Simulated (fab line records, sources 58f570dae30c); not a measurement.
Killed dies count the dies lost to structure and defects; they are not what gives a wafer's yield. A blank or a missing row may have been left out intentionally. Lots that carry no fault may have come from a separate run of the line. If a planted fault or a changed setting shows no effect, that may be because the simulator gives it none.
Split-lot study + flow berkeley cmos170 + route with 331 steps; 5 lots, 23 wafers read

== SPLIT DETAILS ==
At UCB170_PSD_IMPLANT_08, the setting dose cm2 was moved away from the recipe's 3e+15 on 11 of the 23 wafers read, by -6.5% to +6.9%. For the rest of the wafers, this setting stayed at what the recipe calls for.

== FROM THE SPLIT TO THE READING: what the file shows between them, 7 steps ==
- UCB170_PSD_STRIP_09: strips in O2
- UCB170_PSD_TW_MEAS_10
- UCB170_NSD_IMPLANT_08 (also split here: dose cm2)
- UCB170_NSD_STRIP_09: strips in O2 (also split here: power w)
- UCB170_NSD_CLEAN_11: cleans in SPM, time 600 s
- UCB170_SDANNEAL_RTA_00: time 10 s
- UCB170_SDANNEAL_RTA_01: time 5 s

== THE READING ==
PSD_RS, in ohm/sq, at UCB170_SDANNEAL_RS_MEAS_02 (measures by four-point-probe). A value of 75.6 ohm/sq with a standard deviation of 0.32 ohm/sq is what fault-free wafers of this fab line usually give.

| wafer  | tool, chamber at the split | dose cm2 as run | against the recipe | PSD_RS, ohm/sq | against lot-mates on the recipe |
|--------|----------------------------|-----------------|--------------------|----------------|---------------------------------|
| L074.1 | implanter-02, 0            | 3.206e+15       | +6.9%              | 72.4           | -3.5                            |
| L074.2 | implanter-02, 0            | 3e+15           | recipe             | 75.9           | -                               |
| L074.3 | implanter-02, 0            | 3e+15           | recipe             | 75.9           | -                               |
| L074.5 | implanter-02, 0            | 3.206e+15       | +6.9%              | 72.5           | -3.4                            |
| L074.6 | implanter-02, 0            | 3.206e+15       | +6.9%              | 72.3           | -3.6                            |
| L077.1 | implanter-04, 0            | 3e+15           | recipe             | 75.6           | -                               |
| L077.2 | implanter-04, 0            | 3e+15           | recipe             | 75.3           | -                               |
| L077.3 | implanter-04, 0            | 3e+15           | recipe             | 75.4           | -                               |
| L077.4 | implanter-04, 0            | 3.181e+15       | +6.0%              | 72.3           | -3.1                            |
| L077.5 | implanter-04, 0            | 3.181e+15       | +6.0%              | 72.2           | -3.2                            |
| L079.3 | implanter-01, 0            | 3e+15           | recipe             | 76.0           | -                               |
| L079.4 | implanter-01, 0            | 3e+15           | recipe             | 75.5           | -                               |
| L079.5 | implanter-01, 0            | 3e+15           | recipe             | 75.8           | -                               |
| L081.1 | implanter-01, 0            | 3.116e+15       | +3.9%              | 73.7           | -2.0                            |
| L081.2 | implanter-01, 0            | 3e+15           | recipe             | 75.7           | -                               |
| L081.3 | implanter-01, 0            | 3.116e+15       | +3.9%              | 73.9           | -1.8                            |
| L081.4 | implanter-01, 0            | 3.116e+15       | +3.9%              | 73.7           | -2.0                            |
| L081.5 | implanter-01, 0            | 3e+15           | recipe             | 75.8           | -                               |
| L084.1 | implanter-01, 0            | 3e+15           | recipe             | 75.2           | -                               |
| L084.3 | implanter-01, 0            | 2.806e+15       | -6.5%              | 79.0           | +3.8                            |
| L084.4 | implanter-01, 0            | 2.806e+15       | -6.5%              | 78.8           | +3.5                            |
| L084.5 | implanter-01, 0            | 2.806e+15       | -6.5%              | 78.8           | +3.5                            |
| L084.6 | implanter-01, 0            | 3e+15           | recipe             | 75.3           | -                               |

FIT RESULTS
A straight line over all 23 wafers: PSD_RS changes by -0.498 ohm/sq for each +1% of dose cm2; r = -0.99; the points scatter about the line by 0.25 ohm/sq.
The same after taking each lot's own level away (the mean of its wafers on the recipe; 23 wafers): -0.533 ohm/sq for each +1%; r = -1.00; scatter 0.13 ohm/sq.
Per that fit: largest dose cm2 move, reading shift of 3.7 ohm/sq.
Across the lots, their own levels run from 75.25 to 75.90 ohm/sq, a range of 2.0 times the standard deviation given above.
The two slopes agree, so the slope changes little with the lot-to-lot level.
Check: with one of the wafers moved furthest among these (+6.9%) left out of the fit, the line predicts -3.62 ohm/sq for it against its lot-mates. It came out at -3.5 ohm/sq against them.

== OTHER SPLITS ON THESE WAFERS ==
Note: prior to the reading, these wafers also went through further splits. Each is held against what the fit with the lots' levels taken away leaves over:
| other split on the same wafers | wafers away from the commonest value | r with PSD_RS (lot level and that fit taken away) |
|--------------------------------|--------------------------------------|---------------------------------------------------|
| UCB170_NSD_IMPLANT_08 dose cm2 | 7                                    | -0.14                                             |
| UCB170_NSD_STRIP_09 power w    | 10                                   | +0.10                                             |

== THE WHOLE CHAIN: every reading that the file lists as answering this split, in the file's order ==
| step                       | what it does                 | reading                  | change (the file's fit)              | r (the file's) |
|----------------------------|------------------------------|--------------------------|--------------------------------------|----------------|
| UCB170_PSD_STRIP_09        | strips in O2                 | strip time to endpoint s | withheld for each +1% of the setting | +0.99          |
| UCB170_PSD_TW_MEAS_10      |                              | PSD_TW                   | +6.74 for each +1% of the setting    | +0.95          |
| UCB170_SDANNEAL_RS_MEAS_02 | measures by four-point-probe | PSD_RS                   | -0.532 for each +1% of the setting   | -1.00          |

== FILE'S OWN FIT ==
PSD_RS changes by -0.532 ohm/sq for each +1% of dose cm2, r = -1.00.
